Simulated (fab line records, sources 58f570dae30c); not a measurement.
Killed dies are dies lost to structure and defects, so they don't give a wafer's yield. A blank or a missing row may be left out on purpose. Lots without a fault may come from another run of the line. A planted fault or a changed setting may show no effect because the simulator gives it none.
One fault seen from 2 desks | flow berkeley_cmos170 | each desk has only its own numbers; what lay behind them comes last

THE METROLOGY DESK
What the gauges read, lot by lot, whatever tool the lot ran on: means of the sampled wafers that have a number. A lot is out of limits, marked OUT, if its mean lies more than 4 standard deviations from the usual mean; the brackets give that distance.
Columns: A = cd_nm at UCB170_CONTACT_CD_MEAS_15, usual 700.0 nm; B = CONTACT_OVL at UCB170_CONTACT_OVL_MEAS_16, usual 1 nm; C = cd_nm at UCB170_CONTACT_CD_MEAS_90, usual 700.2 nm; D = M1_AL_RS at UCB170_M1_RS_MEAS_01, usual 0.0483 ohm/sq; E = M1_AL_THK at UCB170_M1_THK_MEAS_02, usual 594 nm; F = cd_nm at UCB170_M1_CD_MEAS_09, usual 700.2 nm; G = M1_OVL at UCB170_M1_OVL_MEAS_10, usual 1 nm
lot  | first seen here | A     | B  | C     | D      | E   | F     | G
L734 | day 8 17:59     | 699.2 | 2  | 699.5 | 0.0481 | 592 | 701.4 | 4
L735 | day 8 19:05     | 700.1 | 9  | 699.8 | 0.0482 | 590 | 701.8 | 2
L744 | day 10 13:28    | 700.8 | -3 | 701.8 | 0.0485 | 590 | 701.1 | -1
L746 | day 11 06:21    | 698.0 | 5  | 698.1 | 0.0485 | 598 | 700.2 | 3
L749 | day 12 12:10    | 699.8 | -1 | 699.9 | 0.0481 | 593 | 700.1 | -2
L753 | day 12 18:48    | 700.9 | 1  | 701.1 | 0.0476 | 600 | 699.5 | -5
This desk's finding: nothing out of limits on any of the 6 lots.

THE TOOL OWNER'S DESK: litho_track-02
The tool's own readings at UCB170_M1_COAT_04 (resist thk 900 nm): means of the sampled wafers that have a number, for each lot that ran on this tool. A lot is out of limits, marked OUT, if its mean lies more than 4 standard deviations from the usual mean; the brackets give that distance.
Columns: A = spin_speed_rpm at UCB170_M1_COAT_04, usual 1500.0 rpm
lot  | first seen here | A
L735 | day 8 20:00     | 1500.3
L744 | day 10 14:00    | 1426.5 (-82) OUT
L746 | day 11 07:00    | 1425.9 (-82) OUT
This desk's finding: out of limits on L744, L746; first on L744, day 10 14:00 (spin_speed_rpm at UCB170_M1_COAT_04). In limits: L735.

PUT TOGETHER
The tool owner's desk could have raised an alarm at day 10 14:00, on L744, L746.
The metrology desk saw nothing out of limits.
The metrology desk has L744, L746 on record, within its limits.
Of the lots named, all ran UCB170_M1_COAT_04 on litho_track-02.

WHAT THE SIMULATOR HAD PUT IN
Process parameter drift: litho_track-02, from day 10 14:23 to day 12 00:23, at UCB170_M1_COAT_04. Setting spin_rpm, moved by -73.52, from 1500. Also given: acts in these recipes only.
Lots struck among those shown: L744, L746.
